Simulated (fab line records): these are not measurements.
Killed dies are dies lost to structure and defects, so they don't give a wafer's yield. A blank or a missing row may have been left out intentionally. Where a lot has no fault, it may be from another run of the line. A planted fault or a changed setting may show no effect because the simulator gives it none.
A struck lot beside a sound one :: flow rit-cmos :: 14 steps out of a route of 202
Sound: wafers L733.3, L733.4, L733.6. The struck wafers were L723.3, L723.4, L723.6. The cause is given at the end.
Each step with rows lists, per side, the tool, then ch with its chambers, then its first start. Under that, the readings that differ: sound wafers :: struck wafers :: difference of the means :: sigmas: that difference in standard deviations of wafers without a fault.
alike: words and numbers the same on both sides, and readings whose means are apart by under 2 such deviations; not compared: readings that were withheld, readings missing a value for some wafer, numbers with overlapping values and no deviation given by the record, and bounds like >300 which may hide the same value.
Wherever a step has rows on one side only, a row that says differs or no value, or a row with sigmas, the two part there. Numbers that have no deviation but don't overlap get no sigmas and don't part them. A reading that every wafer of one side lacks parts them only if that side has two wafers or more.

first, 1 step without rows for these wafers: RIT_PLDD_IMPLANT_08.
RIT_PLDD_STRIP_09: strips in O2, time 180 s.
  sound on plasma-asher-02 ch 0,1, day 6 10:55; struck on plasma-asher-02 ch 0,1, day 4 07:59
  alike: drypump-motor-current-A
  not compared: rf-hours-counter-h
RIT_PLDD_TW_MEAS_10:
  sound on film-metro-02, day 6 11:03; struck on film-metro-02, day 4 08:08
  alike: PLDD_TW
then, 4 steps without rows for these wafers: RIT_SPACER_CLEAN_00 (cleans in SC1, time 600 s); RIT_SPACER_CLEAN_01 (cleans in dHF, time 30 s); RIT_SPACER_CLEAN_02 (cleans in SC2, time 600 s); RIT_SPACER_CVD_03 (deposits Si3N4 from SiH2Cl2/NH3, target thk 250 nm, time 3300 s).
RIT_SPACER_THK_MEAS_04:
  sound on film-metro-03, day 6 13:23; struck on film-metro-01, day 4 11:23
  alike: SPACER_NITRIDE_THK
RIT_SPACER_ETCHBACK_05: etches Si3N4 in SF6/CHF3, stops on SiO2, target depth 250 nm, time 240 s.
  sound on rie-diel-02 ch 0,1,3, day 6 13:26; struck on rie-diel-01 ch 0,2,3, day 4 11:25
  alike: CHF3_flow_sccm, drypump-motor-current-A, oes-product-au, rf-fwd-power-W, throttle-valve-pct
  not compared: rf-hours-counter-h
then, 3 steps without rows for these wafers: RIT_NSD_HMDS_00 (prime time 60 s); RIT_NSD_COAT_01 (resist thk 1000 nm); RIT_NSD_SOFTBAKE_02 (time 60 s).
RIT_NSD_EXPOSE_03: exposes mask M9, target cd 40700 nm.
  struck on iline-stepper-01, day 4 12:11; sound on iline-stepper-02 ch 0, day 6 14:04
  no value came back on the struck wafers for exposure-dose-mJ-cm2, focus-offset-nm (nm); on the sound wafers exposure-dose-mJ-cm2 reads 249.98 249.80 250.19
  alike: mask
then, 1 step without rows for these wafers: RIT_NSD_PEB_04.

== WHERE THEY PART ==
RIT_NSD_EXPOSE_03 only, going by this record.

WHY: what the simulator had put in
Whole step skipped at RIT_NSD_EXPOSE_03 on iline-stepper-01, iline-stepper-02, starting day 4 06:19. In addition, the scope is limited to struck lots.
